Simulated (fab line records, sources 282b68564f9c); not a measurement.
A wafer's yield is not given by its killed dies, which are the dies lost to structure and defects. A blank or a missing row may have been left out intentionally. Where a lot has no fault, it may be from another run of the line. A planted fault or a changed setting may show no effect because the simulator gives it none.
A lot that was struck, set against a sound lot ; flow rit_cmos ; 30 steps out of a route of 202
Sound: these wafers, L696.3, L696.5, L696.6. Struck: wafer L700.1 (L700.3, L700.5, from the same lot, were not struck and are left out); the cause is given at the end.
Order at every step that has rows: each side's tool, ch and its chambers, its first start. Under that, the readings that differ: sound wafers ; struck wafers ; difference of the means ; sigmas: that difference in standard deviations of wafers without a fault.
alike: readings with means less than 2 such deviations apart, plus words and numbers identical on both sides. not compared: withheld readings, readings lacking a value on some wafer, bounds such as >300 that could conceal the same value, and numbers that have no deviation in the record and whose values overlap.
The two part at a step that has a row with sigmas, a row that says differs or no value, or rows on one side only. Non-overlapping numbers with no deviation appear without sigmas and do not part them. A reading missing from all wafers of one side parts the sides only when that side holds two or more wafers.

first, 6 steps without rows for these wafers: RIT_SDANNEAL_RTA_03 (time 5 s); RIT_SILICIDE_WET_ETCH_00 (etches SiO2 in BOE, target depth 14 nm, time 15 s); RIT_SILICIDE_SPUTTER_01 (material Ti, target thk 30 nm, time 240 s); RIT_SILICIDE_RTA_04 (time 10 s, ramp up 5 s, ramp down 5 s); RIT_SILICIDE_WET_ETCH_05 (etches Ti in SPM, time 120 s); RIT_SILICIDE_RTA_06 (time 10 s, ramp up 5 s, ramp down 10 s).
RIT_CONTACT_CVD_00: deposits SiO2 from TEOS, target thk 400 nm, time 61 s.
  sound on pecvd-04 ch 1,2, day 7 01:13; struck on pecvd-01 ch 0, day 7 22:43
reading;sound;struck;difference;sigmas
rf_fwd_power_W (W);395.2 397.1 396.2;237.0;-159.2;-99 or more
model.SiO2_of_CONTACT_CVD_00.thk_nm (nm);401 408.5 408.1;345.4;-60.5;
  alike: heater_power_w
  not compared: since_wet_clean_h
RIT_CONTACT_THK_MEAS_01:
  sound on film_metro-03 at day 7 01:17; struck on film_metro-03 at day 7 22:46
reading;sound;struck;difference;sigmas
CONTACT_TEOS_THK (nm);401 409 408;346;-60;-12
then, 7 steps without rows for these wafers: RIT_CONTACT_HMDS_02 (prime time 60 s); RIT_CONTACT_COAT_03 (resist thk 1000 nm); RIT_CONTACT_SOFTBAKE_04 (time 60 s); RIT_CONTACT_EXPOSE_05 (exposes mask M11, target cd 1000 nm); RIT_CONTACT_PEB_06; RIT_CONTACT_DEVELOP_07 (develop time 120 s); RIT_CONTACT_HARDBAKE_10 (time 60 s).
RIT_CONTACT_ETCH_11: etches SiO2 in CHF3/CF4/Ar, stops on TiSi2, target depth 480 nm, time 320 s.
  sound on rie_diel-04 ch 0,1, day 7 02:37; struck on rie_diel-02 ch 2, day 8 00:06
reading;sound;struck;difference;sigmas
oes_product_au (a.u.);1.002 0.994 0.988;0.975;-0.020;-3
model.etch.depth_nm (nm);401 408.5 408.1;345.4;-60.5;
model.CONTACT.feature_depth_nm (nm);401 408.5 408.1;345.4;-60.5;
  alike: cf4_flow_sccm, drypump_motor_current_A, throttle_valve_pct
  not compared: rf_hours_counter_h
then, 11 steps without rows for these wafers: RIT_CONTACT_STRIP_12 (strips in O2, time 180 s); RIT_CONTACT_CLEAN_13 (cleans in SC1, time 600 s); RIT_CONTACT_CLEAN_14 (cleans in SC2, time 600 s); RIT_M1_SPUTTER_00 (material Al, target thk 400 nm, time 500 s); RIT_M1_HMDS_03 (prime time 60 s); RIT_M1_COAT_04 (resist thk 1300 nm); RIT_M1_SOFTBAKE_05 (time 60 s); RIT_M1_EXPOSE_06 (exposes mask M12, target cd 2600 nm); RIT_M1_PEB_07; RIT_M1_DEVELOP_08 (develop time 68 s); RIT_M1_HARDBAKE_11 (time 120 s).
RIT_M1_METAL_ETCH_12: etches Al in Cl2/BCl3, stops on SiO2, time 165 s, target depth 600 nm.
  sound on rie_metal-03 ch 0,1, day 7 05:25; struck on rie_metal-04 ch 0, day 8 02:47
reading;sound;struck;difference;sigmas
rf_hours_counter_h (h);- - -;6;no value on the sound wafers;
model.SiO2_of_CONTACT_CVD_00.thk_nm (nm);363.3 370.5 370.5;308.4;-59.7;
  alike: drypump_motor_current_A, oes_product_au, throttle_valve_pct
then, 1 step without rows for these wafers: RIT_M1_STRIP_13 (strips in nmp, time 600 s).
RIT_M1_PROBE_99:
  sound on prober-02 at day 7 07:43; struck on prober-02 at day 8 05:32
reading;sound;struck;difference;sigmas
model.etest.field_p_metal.vt_v (V);-28.16 -28.03 -28.51;-26.46;+1.77;
model.etest.nmos_0p15.junction_log10_a_um;-13.61 -13.52 -13.3;-13.01;+0.47;
model.etest.nmos_narrow.off_log10_a_um;-13.13 -13.16 -13.08;-13.04;+0.08;
model.etest.nmos_0p3.off_log10_a_um;-13.17 -13.04 -13;-12.9;+0.2;
  alike: killed_at_contacts, killed_at_front_end, killed_dies, killed_open, killed_short
  not compared: model.etest.antenna_contact.vt_shift_v

== WHERE THEY PART ==
First at RIT_CONTACT_CVD_00; last, within this record, at RIT_M1_METAL_ETCH_12. Later steps at which nothing parts them and some readings are alike: RIT_M1_PROBE_99.

WHY: the cause the simulator had injected
pecvd-01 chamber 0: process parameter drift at RIT_CONTACT_CVD_00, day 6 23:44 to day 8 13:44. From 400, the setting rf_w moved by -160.
